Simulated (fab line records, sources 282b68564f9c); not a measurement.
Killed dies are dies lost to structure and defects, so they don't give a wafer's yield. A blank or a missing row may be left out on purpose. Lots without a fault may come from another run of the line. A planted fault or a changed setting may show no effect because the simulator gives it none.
Split-lot experiment | flow rit_cmos | 5 lots, 23 wafers read, on a route of 202 steps

THE SPLIT
At RIT_ACTIVE_CVD_03 (deposits Si3N4 from SiH2Cl2/NH3, target thk 150 nm, time 1500 s), the setting time_s was moved away from the recipe's 1500 s on 20 of the 23 wafers read, by -12.2% to +10.5%. The other wafers ran this setting at the recipe's value.

The file shows no step between the split and the reading.

THE READING
ACTIVE_NITRIDE_THK, in nm, at RIT_ACTIVE_THK_MEAS_04. Fault-free wafers of this fab line usually give 149.8 nm, standard deviation 1.2 nm.

wafer  | tool, chamber at the split | time_s as run, s | against the recipe | ACTIVE_NITRIDE_THK, nm | against lot-mates on the recipe
L078.1 | -, -                       | 1317             | -12.2%             | 132.7                  | no lot-mate on the recipe
L078.2 | -, -                       | 1317             | -12.2%             | 131.2                  | no lot-mate on the recipe
L078.3 | -, -                       | 1317             | -12.2%             | 131.7                  | no lot-mate on the recipe
L078.4 | -, -                       | 1317             | -12.2%             | 131.1                  | no lot-mate on the recipe
L078.5 | -, -                       | 1317             | -12.2%             | 133.4                  | no lot-mate on the recipe
L079.1 | -, -                       | 1577             | +5.1%              | 156.5                  | no lot-mate on the recipe
L079.2 | -, -                       | 1577             | +5.1%              | 155.6                  | no lot-mate on the recipe
L079.3 | -, -                       | 1577             | +5.1%              | 156.7                  | no lot-mate on the recipe
L079.4 | -, -                       | 1577             | +5.1%              | 155.9                  | no lot-mate on the recipe
L079.5 | -, -                       | 1577             | +5.1%              | 156.6                  | no lot-mate on the recipe
L080.1 | -, -                       | 1657             | +10.5%             | 166.2                  | no lot-mate on the recipe
L080.3 | -, -                       | 1657             | +10.5%             | 164.9                  | no lot-mate on the recipe
L080.4 | -, -                       | 1657             | +10.5%             | 165.4                  | no lot-mate on the recipe
L080.5 | -, -                       | 1657             | +10.5%             | 165.2                  | no lot-mate on the recipe
L080.6 | -, -                       | 1657             | +10.5%             | 165.6                  | no lot-mate on the recipe
L083.1 | -, -                       | 1394             | -7.1%              | 139.7                  | no lot-mate on the recipe
L083.2 | -, -                       | 1394             | -7.1%              | 140.8                  | no lot-mate on the recipe
L083.3 | -, -                       | 1394             | -7.1%              | 141.3                  | no lot-mate on the recipe
L083.4 | -, -                       | 1394             | -7.1%              | 139.7                  | no lot-mate on the recipe
L083.5 | -, -                       | 1394             | -7.1%              | 141.4                  | no lot-mate on the recipe
L085.1 | lpcvd-02, 0                | 1500             | recipe             | 150.2                  | -
L085.5 | lpcvd-02, 0                | 1500             | recipe             | 150.7                  | -
L085.6 | lpcvd-02, 0                | 1500             | recipe             | 149.3                  | -

THE FIT
A straight line over all 23 wafers: ACTIVE_NITRIDE_THK changes by +1.43 nm for each +1% of time_s; r = +1.00; the points scatter about the line by 0.98 nm.
Too few moved wafers have a lot-mate on the recipe to fit a line with each lot's own level taken away.

THE WHOLE CHAIN: every reading that the file lists as answering this split, in the file's order
step                   | what it does                                                        | reading                                                                        | change (the file's fit)              | r (the file's)
RIT_ACTIVE_CVD_03      | deposits Si3N4 from SiH2Cl2/NH3, target thk 150 nm, time 1500 s     | Si3N4_of_ACTIVE_CVD_03.thk_nm (the simulator's own value, which no gauge read) | +1.43 nm for each +1% of the setting | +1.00
RIT_ACTIVE_THK_MEAS_04 |                                                                     | ACTIVE_NITRIDE_THK                                                             | +1.43 for each +1% of the setting    | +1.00
RIT_ACTIVE_ETCH_13     | etches Si3N4 in SF6, stops on SiO2, time 210 s, target depth 210 nm | etch.depth_nm (the simulator's own value, which no gauge read)                 | +1.43 nm for each +1% of the setting | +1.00

THE FILE'S OWN FIT
ACTIVE_NITRIDE_THK changes by +1.43 nm for each +1% of time_s, r = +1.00.
